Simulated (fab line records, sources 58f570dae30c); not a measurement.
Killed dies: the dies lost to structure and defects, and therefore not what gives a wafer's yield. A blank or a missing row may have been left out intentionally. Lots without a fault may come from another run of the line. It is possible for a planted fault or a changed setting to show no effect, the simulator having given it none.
Code-filled problem report in 8D (eight disciplines) form ; flow berkeley cmos170 ; the parts of the form that need people (team, actions taken, sign-off) are left out

## 1. PROBLEM STATEMENT
Across 6 wafers from 2 lots, NLDD_TW at UCB170_NLDD_TW_MEAS_11 averages 30, while fault-free wafers read 2232 with a standard deviation of 11. So: -99 or more standard deviations from the usual mean.
Earliest sighting: wafer L568.3 on film metro-04 at day 7 17:03. The record holds 42 wafers of 14 lots with a number at this step. Rule for "out" (also "out of limits"): further than 4 standard deviations from the usual mean. The rest of the wafers with a number are treated as sound.

## 2. WHAT IT IS, AND WHAT IT ISN'T
question;is;is not
which readings at this step;NLDD_TW;-
which lots;L568, L571;L562, L563, L564, L569, L570, L572, L574, L575, L580, L581, L582, L585
which wafers of those lots;all that have a number;-
read on which gauges;film metro-02, film metro-04;film metro-03
when;from day 7 17:03;"up to then (15 sound wafers); but 21 sound wafers of L572, L574, L575, L580, L581, L582, L585 came after"

## 3. SUSPECTS, AND WHAT RULES EACH OUT
Counting: a tool at a process step up to the reading stays a suspect if it ran every lot that is out and no sound lot after the first of them.
- the gauge at UCB170_NLDD_TW_MEAS_11: ruled out. Those wafers that are out were read across 2 gauges (film metro-02, film metro-04).
- plasma asher-01 at UCB170_PLDD_STRIP_10 (strips in O2): ruled out as a lasting fault. After its first lot that is out, L568 (day 7 14:55), sound lots L580, L581 ran on it.
Left after counting: nothing in the record.

## 4. THE CAUSE (what the simulator had put in)
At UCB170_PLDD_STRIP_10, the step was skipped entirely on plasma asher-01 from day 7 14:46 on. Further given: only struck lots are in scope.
The count ruled it out by mistake, since the rule takes a fault to strike every lot its tool runs from the start of the fault on, and this one did not do so.

## 5. THE EFFECT CHAIN, in route order
Each row: a reading where the mean over the struck wafers with a number is more than 3 standard deviations away from the usual. Readings are gone through only where the record gives a usual standard deviation; hours: the median, over the lots, of the time from a lot's start at the first step in this table giving one to that lot's start at this step; sigmas: the change measured in usual standard deviations.
hours;step;reading;usual;on struck wafers;change;sigmas
0;UCB170_NLDD_STRIP_10;strip time to endpoint s;21.67 s;47.85;+26.18;+99 or more
0;UCB170_NLDD_TW_MEAS_11;NLDD_TW;2232;30;-2202;-99 or more
The process steps in it:
- UCB170_NLDD_STRIP_10: strips in O2.
Readings that are blank on the struck wafers while sound wafers have them: chamber pressure mTorr at UCB170_PLDD_STRIP_10; drypump motor current A at UCB170_PLDD_STRIP_10; oes product au at UCB170_PLDD_STRIP_10; strip time to endpoint s at UCB170_PLDD_STRIP_10.

## 6. WHAT WOULD HAVE CAUGHT IT SOONER
Counted from the fault's start at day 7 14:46, it took 2 hours until the first out-of-limits reading at a measuring or inspecting step in this record, taken at day 7 17:03.
At UCB170_PLDD_STRIP_10 the tool's readings are blank on the struck wafers, where sound wafers have them: an empty tool record is the first sign, and it was there at once.
